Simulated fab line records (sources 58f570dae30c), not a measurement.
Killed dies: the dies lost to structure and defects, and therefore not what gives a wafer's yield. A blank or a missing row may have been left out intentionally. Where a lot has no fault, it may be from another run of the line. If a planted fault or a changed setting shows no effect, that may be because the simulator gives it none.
fab line records	flow berkeley_cmos170	part 1 of 2: steps 1 to 27 of 36
[record] lots = 5	wafers = 15	last_day = 12
route steps=331 shown BACKSIDE@203 SDANNEAL@204 PSD@206 NSD@207 PLDD@208 NLDD@209 SILICIDE@210 CONTACT@216 M1@238
lots untouched by any fault: they come from a run of this same line in which no faults occurred
start_h: hours from the record's first day to the start of the lot's first wafer shown	wait_h: hours elapsed since this lot's preceding step	" the same as in the row above	L1.1+2: several wafers, shown together as one row	- no value present, or no start provided	* or withheld: withheld	< > ~ a bound
route shown NAME@n: a module of which the file shows steps, and the number in the route of the first	usual: mean/standard deviation of fault-free wafers	same: alike in all rows	chamber/n: place in a boat	sites: the reading at each site	_std_site: standard deviation across them	_edge_site: mean of outer sites minus mean of inner sites	radius_mm: for every site, how far away it sits from the centre of the wafer	mask NAME#n: copy n	behind: the tool/chamber that last shaped the wafer	hold: cause of the lot's hold/its duration in hours/its outcome	device: which transistor (n, p or np) failed to switch	end of line: tests of these same wafers at the route's end	for a step that has no rows: nothing shown but its recipe	killed: the dies lost at the first sort to structure and to defects; this is not the yield of the wafer	map: a wafer's dies, x killed, . not, _ none there
set.NAME: setting as actually run; set.NAME@STEP: the setting as run at that earlier step	model.NAME: the simulator's own value behind a step, which no gauge read
certain route steps with their lots: each step a table, each wafer a row
services: the hour from which a tool's chamber was out of use, counted from the record's first day as start_h (under 0 if before that day), plus the number of hours and why
[[steps]]
[step UCB170_BACKSIDE_CLEAN_04]
[recipe] chemistry = SPM	temp_c = 120	time_s = 600
lot.wafer	tool	chamber	start_h	wait_h
L075.3+4+6	wet_bench-04	1	164.74	0.0
L080.2+3+6	wet_bench-01	0	188.59	0.1
L082.2+5+6	wet_bench-04	2	211.42	0.1
L084.1+2+3	wet_bench-01	0	220.22	0.2
L092.2+3+4	wet_bench-03	3	255.61	0.1
[step UCB170_SDANNEAL_RTA_00]
[recipe] temp_c = 900	time_s = 10.25	ambient = N2
[usual] lamp_power_pct = 22.3/1	wafer_temp_C_max = 903.4/0.79
lot.wafer	tool	chamber	start_h	wait_h	lamp_power_pct	wafer_temp_C_max
L075.3	rtp_anneal-01	0	164.97	0.0	22.0	902.4
L075.4	"	0	"	"	22.0	903.9
L075.6	"	0	"	"	22.0	902.7
L080.2	rtp_anneal-01	0	188.78	0.0	21.9	903.8
L080.3	"	0	"	"	22.0	903.5
L080.6	"	0	"	"	22.0	903.1
L082.2	rtp_anneal-01	0	211.61	0.0	22.0	903.2
L082.5	"	0	"	"	22.0	903.5
L082.6	"	0	"	"	22.0	902.8
L084.1	rtp_anneal-01	0	220.40	0.0	22.0	902.9
L084.2	"	0	"	"	21.9	903.5
L084.3	"	0	"	"	22.0	902.6
L092.2	rtp_anneal-01	0	255.97	0.0	22.0	903.7
L092.3	"	0	"	"	22.0	903.0
L092.4	"	0	"	"	22.0	902.9
[step UCB170_SDANNEAL_RTA_01]
[recipe] temp_c = 1050	time_s = 5	ambient = N2
[usual] lamp_power_pct = 34.4/1.6	wafer_temp_C_max = 1054.3/0.99
lot.wafer	tool	chamber	start_h	wait_h	lamp_power_pct	wafer_temp_C_max
L075.3	rtp_anneal-01	0	165.04	0.1	34.0	1053.7
L075.4	"	0	"	"	33.9	1054.0
L075.6	"	0	"	"	33.9	1055.9
L080.2	rtp_anneal-01	0	188.84	0.1	33.9	1054.0
L080.3	"	0	"	"	33.9	1054.2
L080.6	"	0	"	"	33.9	1054.7
L082.2	rtp_anneal-01	0	211.67	0.1	33.9	1054.1
L082.5	"	0	"	"	33.9	1054.0
L082.6	"	0	"	"	33.9	1054.3
L084.1	rtp_anneal-01	0	220.47	0.1	34.0	1053.4
L084.2	"	0	"	"	34.0	1053.4
L084.3	"	0	"	"	34.0	1056.0
L092.2	rtp_anneal-01	0	256.03	0.1	33.9	1054.6
L092.3	"	0	"	"	33.9	1053.8
L092.4	"	0	"	"	34.0	1052.4
[step UCB170_SDANNEAL_RS_MEAS_02]
[recipe] thk_meas_gauge = four-point-probe
[usual] PSD_RS = 75.54/0.23
lot.wafer	tool	chamber	start_h	wait_h	PSD_RS[ohm/sq]
L075.3	film_metro-02	-	165.12	0.1	75.64
L075.4	"	-	"	"	75.53
L075.6	"	-	"	"	75.60
L080.2	film_metro-02	-	188.91	0.1	75.61
L080.3	"	-	"	"	75.46
L080.6	"	-	"	"	75.18
L082.2	film_metro-03	-	211.80	0.1	75.38
L082.5	"	-	"	"	75.17
L082.6	"	-	"	"	75.14
L084.1	film_metro-01	-	220.52	0.0	75.86
L084.2	"	-	"	"	75.97
L084.3	"	-	"	"	75.46
L092.2	film_metro-03	-	256.10	0.1	75.73
L092.3	"	-	"	"	75.27
L092.4	"	-	"	"	75.58
[step UCB170_SDANNEAL_RS_MEAS_03]
[recipe] thk_meas_gauge = four-point-probe
[usual] NSD_RS = 37.25/0.086
lot.wafer	tool	chamber	start_h	wait_h	NSD_RS[ohm/sq]
L075.3	film_metro-02	-	165.24	0.1	37.24
L075.4	"	-	"	"	37.18
L075.6	"	-	"	"	37.22
L080.2	film_metro-02	-	189.03	0.1	37.43
L080.3	"	-	"	"	37.48
L080.6	"	-	"	"	37.36
L082.2	film_metro-03	-	211.92	0.1	37.32
L082.5	"	-	"	"	37.27
L082.6	"	-	"	"	37.32
L084.1	film_metro-01	-	220.64	0.1	37.25
L084.2	"	-	"	"	37.29
L084.3	"	-	"	"	37.22
L092.2	film_metro-03	-	256.22	0.1	37.33
L092.3	"	-	"	"	37.28
L092.4	"	-	"	"	37.21
[step UCB170_SDANNEAL_RS_MEAS_04]
[recipe] thk_meas_gauge = four-point-probe
[usual] PLDD_RS = 1031.7/2.9
lot.wafer	tool	chamber	start_h	wait_h	PLDD_RS[ohm/sq]
L075.3	film_metro-02	-	165.36	0.1	1036.5
L075.4	"	-	"	"	1034.1
L075.6	"	-	"	"	1030.0
L080.2	film_metro-02	-	189.15	0.1	1027.3
L080.3	"	-	"	"	1026.6
L080.6	"	-	"	"	1027.9
L082.2	film_metro-03	-	212.04	0.1	1031.0
L082.5	"	-	"	"	1031.1
L082.6	"	-	"	"	1033.0
L084.1	film_metro-01	-	220.76	0.1	1029.1
L084.2	"	-	"	"	1032.2
L084.3	"	-	"	"	1029.7
L092.2	film_metro-03	-	256.34	0.1	1034.9
L092.3	"	-	"	"	1034.4
L092.4	"	-	"	"	1031.0
[step UCB170_SDANNEAL_RS_MEAS_05]
[recipe] thk_meas_gauge = four-point-probe
[usual] NLDD_RS = 614.7/1.6
lot.wafer	tool	chamber	start_h	wait_h	NLDD_RS[ohm/sq]
L075.3	film_metro-02	-	165.48	0.1	615.8
L075.4	"	-	"	"	617.3
L075.6	"	-	"	"	615.3
L080.2	film_metro-02	-	189.27	0.1	614.0
L080.3	"	-	"	"	616.0
L080.6	"	-	"	"	614.8
L082.2	film_metro-03	-	212.16	0.1	617.4
L082.5	"	-	"	"	616.9
L082.6	"	-	"	"	619.1
L084.1	film_metro-01	-	220.88	0.1	612.0
L084.2	"	-	"	"	609.5
L084.3	"	-	"	"	612.4
L092.2	film_metro-03	-	256.46	0.1	614.6
L092.3	"	-	"	"	615.5
L092.4	"	-	"	"	615.3
[step UCB170_SILICIDE_PRE_CLEAN_00]
[recipe] gas = Ar	preclean_etch_time_s = 60
lot.wafer	tool	chamber	start_h	wait_h
L075.3+4+6	pvd_sputter-03	-	165.56	0.1
L080.2+3+6	pvd_sputter-02	-	189.37	0.1
L082.2+5+6	pvd_sputter-02	-	212.26	0.1
L084.1+2+3	pvd_sputter-02	-	221.00	0.1
L092.2+3+4	pvd_sputter-01	-	256.56	0.1
[step UCB170_SILICIDE_SPUTTER_01]
[recipe] material = Ti	target_thk_nm = 30	time_s = 25	power_w = 1500	chamber_pressure_pa = 0.5
[usual] throttle_valve_pct = 29.8/1.3
lot.wafer	tool	chamber	start_h	wait_h	throttle_valve_pct
L075.3	pvd_sputter-03	-	165.62	0.0	28.3
L075.4	"	-	"	"	27.7
L075.6	"	-	"	"	30.7
L080.2	pvd_sputter-02	-	189.44	0.0	30.4
L080.3	"	-	"	"	31.1
L080.6	"	-	"	"	30.3
L082.2	pvd_sputter-02	-	212.33	0.0	31.1
L082.5	"	-	"	"	30.8
L082.6	"	-	"	"	30.3
L084.1	pvd_sputter-02	-	221.07	0.0	29.4
L084.2	"	-	"	"	30.2
L084.3	"	-	"	"	30.8
L092.2	pvd_sputter-01	-	256.63	0.0	31.4
L092.3	"	-	"	"	28.9
L092.4	"	-	"	"	28.0
[step UCB170_SILICIDE_RS_MEAS_02]
[recipe] thk_meas_gauge = four-point-probe	reads = Ti_of_SILICIDE_SPUTTER_01
[usual] SILICIDE_TI_RS = 26.1/0.36
lot.wafer	tool	chamber	start_h	wait_h	SILICIDE_TI_RS[ohm/sq]
L075.3	film_metro-01	-	165.69	0.1	25.8
L075.4	"	-	"	"	25.7
L075.6	"	-	"	"	25.8
L080.2	film_metro-04	-	189.49	0.0	26.2
L080.3	"	-	"	"	26.0
L080.6	"	-	"	"	26.4
L082.2	film_metro-04	-	212.38	0.0	26.1
L082.5	"	-	"	"	26.3
L082.6	"	-	"	"	26.4
L084.1	film_metro-01	-	221.10	0.0	25.7
L084.2	"	-	"	"	25.8
L084.3	"	-	"	"	26.0
L092.2	film_metro-02	-	256.68	0.0	25.8
L092.3	"	-	"	"	25.5
L092.4	"	-	"	"	25.4
[step UCB170_SILICIDE_THK_MEAS_03]
[recipe] thk_meas_gauge = xrf	reads = Ti_of_SILICIDE_SPUTTER_01
[usual] SILICIDE_TI_THK = 30.0/0.34
lot.wafer	tool	chamber	start_h	wait_h	SILICIDE_TI_THK[nm]
L075.3	film_metro-01	-	165.79	0.1	30.0
L075.4	"	-	"	"	30.5
L075.6	"	-	"	"	30.2
L080.2	film_metro-04	-	189.60	0.1	30.0
L080.3	"	-	"	"	30.1
L080.6	"	-	"	"	29.8
L082.2	film_metro-04	-	212.49	0.1	29.9
L082.5	"	-	"	"	29.7
L082.6	"	-	"	"	29.7
L084.1	film_metro-01	-	221.22	0.1	30.3
L084.2	"	-	"	"	30.1
L084.3	"	-	"	"	29.9
L092.2	film_metro-02	-	256.79	0.1	30.0
L092.3	"	-	"	"	30.3
L092.4	"	-	"	"	30.5
[step UCB170_SILICIDE_RTA_04]
[recipe] temp_c = 650	time_s = 15	ambient = N2
[usual] wafer_temp_C_max = 652.5/0.63
[same] lamp_power_pct = 9.4
lot.wafer	tool	chamber	start_h	wait_h	wafer_temp_C_max
L075.3	rtp_anneal-01	0	165.86	0.1	652.7
L075.4	"	0	"	"	652.5
L075.6	"	0	"	"	652.3
L080.2	rtp_anneal-01	0	189.66	0.1	652.5
L080.3	"	0	"	"	652.1
L080.6	"	0	"	"	652.2
L082.2	rtp_anneal-01	0	212.55	0.1	651.9
L082.5	"	0	"	"	652.5
L082.6	"	0	"	"	651.9
L084.1	rtp_anneal-01	0	221.28	0.1	652.8
L084.2	"	0	"	"	652.0
L084.3	"	0	"	"	652.2
L092.2	rtp_anneal-01	0	256.85	0.1	652.5
L092.3	"	0	"	"	652.5
L092.4	"	0	"	"	652.3
[step UCB170_SILICIDE_WET_ETCH_05]
[recipe] chemistry = SPM	time_s = 45	temp_c = 120	target = Ti
lot.wafer	tool	chamber	start_h	wait_h
L075.3+4+6	wet_bench-01	2	165.91	0.0
L080.2+3+6	wet_bench-01	2	189.72	0.1
L082.2+5+6	wet_bench-04	2	212.61	0.1
L084.1+2+3	wet_bench-01	1	221.44	0.1
L092.2+3+4	wet_bench-01	1	256.92	0.1
[step UCB170_CONTACT_CLEAN_00]
[recipe] chemistry = SPM	temp_c = 120	time_s = 600
lot.wafer	tool	chamber	start_h	wait_h
L075.3+4+6	wet_bench-01	3	165.93	0.0
L080.2+3+6	wet_bench-01	2	189.74	0.0
L082.2+5+6	wet_bench-04	3	212.63	0.0
L084.1+2+3	wet_bench-01	3	221.46	0.0
L092.2+3+4	wet_bench-01	1	256.94	0.0
[step UCB170_CONTACT_CVD_01]
[recipe] material = PSG	target_thk_nm = 700	temp_c = 450	precursor = SiH4/O2/PH3	time_s = 2820	pressure_mtorr = 300	sih4_flow_sccm = 60	o2_flow_sccm = 90	ph3_flow_sccm = 25
[usual] sih4_flow_sccm = 60.05/0.18	zone_power_load_pct = 7.1/0.34
lot.wafer	tool	chamber	start_h	wait_h	sih4_flow_sccm	zone_power_load_pct
L075.3	lpcvd-02	0	167.35	1.2	59.92	6.6
L075.4	"	0	"	"	59.80	6.7
L075.6	"	0	"	"	60.02	6.5
L080.2	lpcvd-01	1	190.65	0.7	60.32	7.1
L080.3	"	1	"	"	60.11	7.1
L080.6	"	1	"	"	60.43	7.1
L082.2	lpcvd-01	0	212.81	0.0	59.97	7.3
L082.5	"	0	"	"	59.96	7.3
L082.6	"	0	"	"	60.36	7.1
L084.1	lpcvd-01	0	223.16	1.5	59.80	7.2
L084.2	"	0	"	"	59.79	7.3
L084.3	"	0	"	"	59.78	7.3
L092.2	lpcvd-01	0	258.21	1.1	60.14	7.2
L092.3	"	0	"	"	60.05	7.2
L092.4	"	0	"	"	59.96	7.3
[step UCB170_CONTACT_THK_MEAS_02]
[recipe] reads = PSG_of_CONTACT_CVD_01
[usual] CONTACT_PSG_THK = 699/6.9
lot.wafer	tool	chamber	start_h	wait_h	CONTACT_PSG_THK[nm]
L075.3	film_metro-04	-	169.16	0.0	710
L075.4	"	-	"	"	711
L075.6	"	-	"	"	712
L080.2	film_metro-03	-	192.51	0.1	697
L080.3	"	-	"	"	698
L080.6	"	-	"	"	695
L082.2	film_metro-03	-	214.60	0.0	707
L082.5	"	-	"	"	707
L082.6	"	-	"	"	709
L084.1	film_metro-02	-	224.94	0.0	697
L084.2	"	-	"	"	696
L084.3	"	-	"	"	698
L092.2	film_metro-02	-	260.01	0.0	690
L092.3	"	-	"	"	695
L092.4	"	-	"	"	689
[step UCB170_CONTACT_HMDS_03]
[recipe] prime_time_s = 60	prime_temp_c = 100
[usual] resist_line_temp_C = 23.00/0.11
lot.wafer	tool	chamber	start_h	wait_h	resist_line_temp_C
L075.3	litho_track-04	0	169.25	0.1	22.97
L075.4	"	0	"	"	22.90
L075.6	"	0	"	"	22.84
L080.2	litho_track-04	0	192.58	0.1	22.85
L080.3	"	0	"	"	22.87
L080.6	"	0	"	"	22.84
L082.2	litho_track-01	0	214.67	0.1	23.08
L082.5	"	0	"	"	23.07
L082.6	"	0	"	"	23.07
L084.1	litho_track-04	0	225.26	0.3	22.86
L084.2	"	0	"	"	23.02
L084.3	"	0	"	"	22.92
L092.2	litho_track-04	0	260.08	0.1	23.06
L092.3	"	0	"	"	23.11
L092.4	"	0	"	"	23.12
[step UCB170_CONTACT_COAT_04]
[recipe] resist = KrF	spin_rpm = 1500	resist_thk_nm = 900
[usual] resist_line_temp_C = 23.00/0.11
lot.wafer	tool	chamber	start_h	wait_h	resist_line_temp_C
L075.3	litho_track-04	0	169.40	0.1	23.07
L075.4	"	0	"	"	22.99
L075.6	"	0	"	"	23.19
L080.2	litho_track-04	0	192.73	0.1	22.98
L080.3	"	0	"	"	22.89
L080.6	"	0	"	"	23.06
L082.2	litho_track-01	0	214.82	0.1	23.06
L082.5	"	0	"	"	22.92
L082.6	"	0	"	"	22.73
L084.1	litho_track-04	0	225.41	0.1	23.03
L084.2	"	0	"	"	22.86
L084.3	"	0	"	"	22.82
L092.2	litho_track-04	0	260.23	0.1	22.70
L092.3	"	0	"	"	22.96
L092.4	"	0	"	"	23.02
[step UCB170_CONTACT_SOFTBAKE_05]
[recipe] resist = KrF	temp_c = 130	time_s = 60
[usual] resist_line_temp_C = 23.00/0.12
lot.wafer	tool	chamber	start_h	wait_h	resist_line_temp_C
L075.3	litho_track-04	0	169.55	0.1	22.88
L075.4	"	0	"	"	22.94
L075.6	"	0	"	"	23.03
L080.2	litho_track-04	0	192.88	0.1	22.96
L080.3	"	0	"	"	22.93
L080.6	"	0	"	"	22.99
L082.2	litho_track-01	0	214.97	0.1	23.22
L082.5	"	0	"	"	23.10
L082.6	"	0	"	"	23.03
L084.1	litho_track-04	0	225.56	0.1	23.16
L084.2	"	0	"	"	23.02
L084.3	"	0	"	"	23.17
L092.2	litho_track-04	0	260.38	0.1	22.98
L092.3	"	0	"	"	23.12
L092.4	"	0	"	"	22.89
[step UCB170_CONTACT_STRIP_06]
[recipe] chemistry = O2	power_w = 400	pressure_mtorr = 3500	platen_temp_c = withheld	o2_flow_sccm = 400	overash_fraction = 0.5
[usual] drypump_motor_current_A = 5.63/0.29	oes_product_au = 0.734/0.0047	strip_time_to_endpoint_s = 21.97/0.065
lot.wafer	tool	chamber	start_h	wait_h	drypump_motor_current_A	oes_product_au	rf_hours_counter_h	strip_time_to_endpoint_s
L075.3	plasma_asher-04	1	169.68	0.1	5.83	0.739	-	21.96
L075.4	"	0	"	"	5.24	0.737	-	21.99
L075.6	"	1	"	"	5.86	0.733	-	21.95
L080.2	plasma_asher-04	0	193.04	0.1	5.21	0.732	49	21.90
L080.3	"	1	"	"	5.86	0.741	-	21.92
L080.6	"	0	"	"	5.23	0.730	-	21.97
L082.2	plasma_asher-01	1	215.10	0.1	5.95	0.732	51	22.01
L082.5	"	1	"	"	5.94	0.737	-	21.98
L082.6	"	0	"	"	5.91	0.730	-	22.01
L084.1	plasma_asher-01	0	225.71	0.1	5.88	0.737	52	21.91
L084.2	"	1	"	"	5.89	0.734	52	21.93
L084.3	"	0	"	"	5.87	0.736	-	21.96
L092.2	plasma_asher-04	1	260.51	0.1	5.86	0.734	55	21.93
L092.3	"	1	"	"	5.85	0.739	-	21.88
L092.4	"	0	"	"	5.25	0.734	-	21.86
[step UCB170_CONTACT_CLEAN_07]
[recipe] chemistry = SPM	temp_c = 120	time_s = 600
lot.wafer	tool	chamber	start_h	wait_h
L075.3+4+6	wet_bench-01	3	169.75	0.0
L080.2+3+6	wet_bench-01	2	193.22	0.1
L082.2+5+6	wet_bench-01	3	215.20	0.1
L084.1+2+3	wet_bench-01	2	225.81	0.1
L092.2+3+4	wet_bench-01	1	260.61	0.1
[step UCB170_CONTACT_RTA_08]
[recipe] temp_c = 900	time_s = 10	ambient = N2
[usual] lamp_power_pct = 22.6/1.4	wafer_temp_C_max = 903.6/0.87
lot.wafer	tool	chamber	start_h	wait_h	lamp_power_pct	wafer_temp_C_max
L075.3	rtp_anneal-01	0	169.96	0.0	22.0	902.7
L075.4	"	0	"	"	22.0	904.7
L075.6	"	0	"	"	21.9	902.5
L080.2	rtp_anneal-01	0	193.41	0.0	22.0	903.6
L080.3	"	0	"	"	22.0	903.6
L080.6	"	0	"	"	22.0	903.4
L082.2	rtp_anneal-01	0	215.39	0.0	22.0	902.6
L082.5	"	0	"	"	21.9	903.3
L082.6	"	0	"	"	22.0	903.5
L084.1	rtp_anneal-01	0	225.98	0.0	22.0	902.8
L084.2	"	0	"	"	22.0	903.4
L084.3	"	0	"	"	22.0	903.2
L092.2	rtp_anneal-02	0	260.79	0.0	25.7	903.3
L092.3	"	0	"	"	25.8	906.2
L092.4	"	0	"	"	25.8	903.8
[step UCB170_CONTACT_COAT_09]
[recipe] resist = BARC	temp_c = withheld	time_s = withheld	spin_rpm = 3000	resist_thk_nm = withheld
[usual] resist_line_temp_C = *
lot.wafer	tool	chamber	start_h	wait_h	resist_line_temp_C
L075.3	litho_track-04	0	170.05	0.1	*
L075.4	"	0	"	"	*
L075.6	"	0	"	"	*
L080.2	litho_track-04	0	193.49	0.1	*
L080.3	"	0	"	"	*
L080.6	"	0	"	"	*
L082.2	litho_track-02	0	215.47	0.1	*
L082.5	"	0	"	"	*
L082.6	"	0	"	"	*
L084.1	litho_track-01	0	226.05	0.1	*
L084.2	"	0	"	"	*
L084.3	"	0	"	"	*
L092.2	litho_track-01	0	261.14	0.3	*
L092.3	"	0	"	"	*
L092.4	"	0	"	"	*
[step UCB170_CONTACT_COAT_10]
[recipe] resist = KrF	spin_rpm = 1500	resist_thk_nm = 900
[usual] resist_line_temp_C = 23.00/0.11
lot.wafer	tool	chamber	start_h	wait_h	resist_line_temp_C
L075.3	litho_track-04	0	-	-	22.99
L075.4	"	0	"	"	22.88
L075.6	"	0	"	"	22.95
L080.2	litho_track-04	0	-	-	22.98
L080.3	"	0	"	"	23.06
L080.6	"	0	"	"	23.04
L082.2	litho_track-02	0	-	-	23.22
L082.5	"	0	"	"	23.07
L082.6	"	0	"	"	23.17
L084.1	litho_track-01	0	-	-	23.16
L084.2	"	0	"	"	22.94
L084.3	"	0	"	"	23.23
L092.2	litho_track-01	0	-	-	22.83
L092.3	"	0	"	"	22.98
L092.4	"	0	"	"	22.88
[step UCB170_CONTACT_SOFTBAKE_11]
[recipe] resist = KrF	temp_c = 130	time_s = 60
[usual] resist_line_temp_C = 23.00/0.1
lot.wafer	tool	chamber	start_h	wait_h	resist_line_temp_C
L075.3	litho_track-04	0	-	-	23.02
L075.4	"	0	"	"	23.08
L075.6	"	0	"	"	23.25
L080.2	litho_track-04	0	-	-	23.03
L080.3	"	0	"	"	23.11
L080.6	"	0	"	"	23.01
L082.2	litho_track-02	0	-	-	22.97
L082.5	"	0	"	"	23.15
L082.6	"	0	"	"	23.12
L084.1	litho_track-01	0	-	-	22.94
L084.2	"	0	"	"	22.95
L084.3	"	0	"	"	22.90
L092.2	litho_track-01	0	-	-	22.78
L092.3	"	0	"	"	23.02
L092.4	"	0	"	"	23.06
[step UCB170_CONTACT_EXPOSE_12]
[recipe] mask_id = CONT	target_cd_nm = 700	na = 0.5	sigma_outer = 0.6	source_shape = conventional	dose_mj = 35
[usual] stage_vel_mm_s = 499.94/0.29
lot.wafer	tool	chamber	start_h	wait_h	mask	stage_vel_mm_s
L075.3	krf_scanner-02	0	170.62	-	CONT#0	499.56
L075.4	"	0	"	"	CONT#0	499.27
L075.6	"	0	"	"	CONT#0	499.55
L080.2	krf_scanner-02	0	194.24	-	CONT#0	499.99
L080.3	"	0	"	"	CONT#0	499.97
L080.6	"	0	"	"	CONT#0	499.67
L082.2	krf_scanner-01	0	216.04	-	CONT#0	500.11
L082.5	"	0	"	"	CONT#0	499.97
L082.6	"	0	"	"	CONT#0	500.10
L084.1	krf_scanner-01	0	226.62	-	CONT#0	499.96
L084.2	"	0	"	"	CONT#0	500.22
L084.3	"	0	"	"	CONT#0	500.18
L092.2	krf_scanner-01	0	261.59	-	CONT#0	500.22
L092.3	"	0	"	"	CONT#0	500.00
L092.4	"	0	"	"	CONT#0	500.32
[step UCB170_CONTACT_PEB_13]
[recipe] peb_temp_c = 130	peb_time_s = withheld	resist = KrF
[usual] resist_line_temp_C = 22.99/0.11
lot.wafer	tool	chamber	start_h	wait_h	resist_line_temp_C
L075.3	litho_track-02	0	170.74	0.1	22.99
L075.4	"	0	"	"	23.14
L075.6	"	0	"	"	23.17
L080.2	litho_track-01	0	194.36	0.1	23.02
L080.3	"	0	"	"	23.04
L080.6	"	0	"	"	23.02
L082.2	litho_track-04	0	216.16	0.1	22.90
L082.5	"	0	"	"	22.94
L082.6	"	0	"	"	23.00
L084.1	litho_track-01	0	226.77	0.1	23.01
L084.2	"	0	"	"	23.05
L084.3	"	0	"	"	23.14
L092.2	litho_track-04	0	261.71	0.1	22.82
L092.3	"	0	"	"	22.93
L092.4	"	0	"	"	22.85
